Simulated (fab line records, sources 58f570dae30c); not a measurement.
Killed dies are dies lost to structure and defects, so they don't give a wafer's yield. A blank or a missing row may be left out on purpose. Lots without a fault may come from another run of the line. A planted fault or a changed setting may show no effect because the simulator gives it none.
Which tool did it? | flow berkeley_cmos170 | 7 lots, 21 wafers sampled, at 2 steps of a route of 331

WHAT THE GAUGES READ, wafer by wafer
UCB170_NVT_TW_MEAS_09.
lot  | measured     | on            | NVT_TW
L402 | day 7 04:01  | film_metro-03 | 527.1 525.7 527.3
L408 | day 8 06:26  | film_metro-03 | 606.7 606.8 606.2 605.6 607.5 609.2
L411 | day 8 20:31  | film_metro-04 | 528.1 527.2 529.5
L413 | day 9 17:55  | film_metro-03 | 523.6 525.1 525.8
L414 | day 9 17:49  | film_metro-03 | 524.5 526.2 526.3
L416 | day 10 09:58 | film_metro-02 | 523.9 523.6 523.3
L422 | day 11 12:16 | film_metro-03 | 524.5 525.3 527.8

WHICH TOOL RAN EACH LOT (tool, then ch and the chambers of the sampled wafers, then the start)
lot  | UCB170_NVT_IMPLANT_07
L402 | implanter-01 ch 0, day 7 03:46
L408 | implanter-03 ch 0, day 8 06:11
L411 | implanter-01 ch 0, day 8 20:16
L413 | implanter-01 ch 0, day 9 17:40
L414 | implanter-01 ch 0, day 9 17:29
L416 | implanter-04 ch 0, day 10 09:45
L422 | implanter-04 ch 0, day 11 12:01
- UCB170_NVT_IMPLANT_07

THE ANSWER, worked out from the rows above alone
Rule: what is usual is taken from the lots themselves. Put in order of their means at a reading, lots are off if they are a third of the lots or fewer, leave a main group of 4 or more, and stand apart from it by a gap of 3 or more times the standard deviation of the main group's means; of several such gaps the widest counts. A main group whose means are all the same, to the digits that the tables above print for the reading, isn't used. A lot without any number at a reading at which 4 lots or more have one is off too. The other lots that the step has rows for count as sound.
Off: L408, at UCB170_NVT_TW_MEAS_09 (NVT_TW). The main group: mean 525.8, standard deviation 1.5.
A tool fits if, at a process step before that reading, it ran every lot that is off, and no sound lot after the first of them. The gauges at UCB170_NVT_TW_MEAS_09 are tried like those tools. One fits: implanter-03 at UCB170_NVT_IMPLANT_07. It ran no sound lot before its first lot that is off in this sample, so the start can't be narrowed down.

WHAT THE SIMULATOR HAD PUT IN
Process parameter drift: implanter-03, from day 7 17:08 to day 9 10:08, at UCB170_NVT_IMPLANT_07. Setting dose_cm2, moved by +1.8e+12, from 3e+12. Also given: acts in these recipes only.
Lots struck among those shown: L408. The rule above found the same.
